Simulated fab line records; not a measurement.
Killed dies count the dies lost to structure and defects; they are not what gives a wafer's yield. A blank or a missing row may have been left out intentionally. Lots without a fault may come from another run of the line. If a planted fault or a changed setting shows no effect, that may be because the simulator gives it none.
fab line records | flow rit_cmos
[record] lots = 14 wafers = 42 last_day = 7
route steps=202 shown NRETRO@56
lots with no fault: from the same line, run without faults
start_h: hours from the record's first day to the start of the lot's first wafer shown | wait_h: how many hours have passed since the lot's step before this one | " unchanged from the row above | L1.1+2: a row that stands for several wafers | - no value, or no start was given | * or withheld: withheld | < > ~ a bound
route shown NAME@n: a module of which the file shows steps, and the number in the route of the first | usual: mean/standard deviation taken from wafers without a fault | same: alike in all rows | chamber/n: place in a boat | sites: each site's reading | _std_site: the standard deviation of these | _edge_site: the outer-site mean with the inner-site mean subtracted | radius_mm: for every site, how far away it sits from the centre of the wafer | mask NAME#n: copy n | behind: the tool/chamber that last shaped the wafer | hold: the reason the lot was held/the length of the hold in hours/how it ended | device: names the non-switching transistor (n, p or np) | end of line: the tests these same wafers got at the end of their route | where a step has no rows: the recipe by itself | killed: dies that structure and defects cost at the first sort, which is not the same as the wafer's yield | map: per-die view of a wafer (x killed, . not killed, _ where there is no die)
set.NAME: the setting the step ran with; set.NAME@STEP: the setting that earlier step ran with | model.NAME: the simulator's own value behind a step, which no gauge read
route steps across a sampled set of lots; one table per step, one row per wafer
services: when a tool's chamber went out of use (start_h, in hours from the record's first day, below 0 if earlier), for how many hours, and the reason
[[steps]]
[step RIT_NRETRO_EXPOSE_03]
[recipe] mask_id = M4 na = 0.57 target_cd_nm = 43900 dose_mj = 250
[usual] reticle_temp_C = 23.00/0.1 stage_vel_mm_s = 500.00/0.27
[same] na = 0.57
// columns lot.wafer tool chamber start_h wait_h mask reticle_temp_C stage_vel_mm_s
L950.3 iline_stepper-02 0 28.92 0.2 M4#0 23.05 500.10
L950.5 " 0 " " M4#0 23.02 500.12
L950.6 " 0 " " M4#0 23.04 500.28
L951.1 iline_stepper-01 0 35.28 0.2 M4#0 23.01 500.12
L951.5 " 0 " " M4#0 22.91 500.28
L951.6 " 0 " " M4#0 22.95 499.95
L952.2 iline_stepper-01 0 44.49 0.1 M4#0 23.02 500.43
L952.3 " 0 " " M4#0 22.80 499.96
L952.6 " 0 " " M4#0 22.81 500.59
L954.2 iline_stepper-01 0 55.34 0.1 M4#0 22.91 499.59
L954.3 " 0 " " M4#0 23.01 499.91
L954.4 " 0 " " M4#0 23.02 499.66
L955.2 iline_stepper-02 0 55.58 0.3 M4#0 23.17 499.91
L955.4 " 0 " " M4#0 22.97 499.54
L955.5 " 0 " " M4#0 22.93 499.89
L956.3 iline_stepper-01 0 60.92 0.2 M4#0 23.04 500.30
L956.4 " 0 " " M4#0 22.98 499.90
L956.6 " 0 " " M4#0 23.04 500.05
L957.3 iline_stepper-01 0 64.67 0.1 M4#0 23.04 499.87
L957.4 " 0 " " M4#0 23.06 499.78
L957.6 " 0 " " M4#0 23.03 499.90
L958.1 iline_stepper-02 0 69.86 0.2 M4#0 22.93 499.81
L958.2 " 0 " " M4#0 23.12 500.09
L958.5 " 0 " " M4#0 22.98 499.69
L959.2 iline_stepper-02 0 75.37 0.1 M4#0 23.11 499.72
L959.4 " 0 " " M4#0 23.10 499.42
L959.6 " 0 " " M4#0 23.19 499.95
L962.2 iline_stepper-01 0 89.49 0.2 M4#0 22.97 500.13
L962.5 " 0 " " M4#0 22.99 500.16
L962.6 " 0 " " M4#0 22.99 499.99
L963.4 iline_stepper-02 0 93.96 0.2 M4#0 23.02 500.22
L963.5 " 0 " " M4#0 23.00 500.03
L963.6 " 0 " " M4#0 23.11 499.85
L966.2 iline_stepper-01 0 110.21 0.2 M4#0 22.93 499.98
L966.5 " 0 " " M4#0 22.82 500.00
L966.6 " 0 " " M4#0 22.90 500.08
L967.2 iline_stepper-02 0 113.80 0.2 M4#0 23.06 500.56
L967.3 " 0 " " M4#0 23.04 500.39
L967.4 " 0 " " M4#0 23.09 500.36
L970.2 iline_stepper-02 0 128.62 0.2 M4#0 23.07 499.69
L970.5 " 0 " " M4#0 23.10 499.96
L970.6 " 0 " " M4#0 22.92 499.85
[step RIT_NRETRO_OVL_MEAS_06]
[usual] NRETRO_OVL = -0.6/1.5
// columns lot.wafer tool chamber start_h wait_h NRETRO_OVL[nm]
L950.3 overlay-01 - 29.32 - -0.9
L950.5 " - " " -0.6
L950.6 " - " " -1.1
L951.1 overlay-01 - 35.71 - 0.3
L951.5 " - " " -1.4
L951.6 " - " " -0.9
L952.2 overlay-02 - 44.91 - 0.3
L952.3 " - " " -1.7
L952.6 " - " " -2.9
L954.2 overlay-01 - 55.75 - -0.8
L954.3 " - " " -0.6
L954.4 " - " " 0.4
L955.2 overlay-01 - 55.99 - 0.8
L955.4 " - " " 0.6
L955.5 " - " " -0.1
L956.3 overlay-01 - 61.32 - 1.0
L956.4 " - " " 0.5
L956.6 " - " " 0.4
L957.3 overlay-02 - 65.07 - -1.8
L957.4 " - " " -2.1
L957.6 " - " " -3.0
L958.1 overlay-02 - 70.29 - -1.6
L958.2 " - " " -1.3
L958.5 " - " " -0.6
L959.2 overlay-02 - 75.79 - -0.3
L959.4 " - " " -1.7
L959.6 " - " " -2.4
L962.2 overlay-02 - 89.91 - -301.0
L962.5 " - " " -300.7
L962.6 " - " " -301.0
L963.4 overlay-01 - 94.35 - -1.0
L963.5 " - " " 0.8
L963.6 " - " " -2.0
L966.2 overlay-02 - 110.62 - -305.7
L966.5 " - " " -305.0
L966.6 " - " " -304.8
L967.2 overlay-01 - 114.22 - 1.8
L967.3 " - " " 0.1
L967.4 " - " " -0.7
L970.2 overlay-02 - 129.04 - 1.7
L970.5 " - " " 2.6
L970.6 " - " " 0.8
[[services]]
// columns tool chamber start_h hours kind
iline_stepper-02 - 47.82 4.0 repair
iline_stepper-01 0 115.92 - calibration
[[key]]
[first_sign] step = RIT_NRETRO_OVL_MEAS_06 reading = NRETRO_OVL direction = down sigmas = 99+ usual = -0.6 struck = -303.0
effect none on later readings
met_at RIT_NRETRO_EXPOSE_03
struck_lots L962,L966
tester_left_out L962,L966
onset_between 64.67 89.49
[fault] kind = scanner_matching_overlay tool = iline_stepper-01 chamber = - onset_h = 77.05 steps = RIT_NRETRO_EXPOSE_03 offset = -300
// tester_left_out: of these lots the tester's yield and bins aren't shown, on N5 and GAA mostly nor the transistor test; their killed dies are dies lost to structure and defects alone, not to doping, threshold or leakage, so they don't give the yield
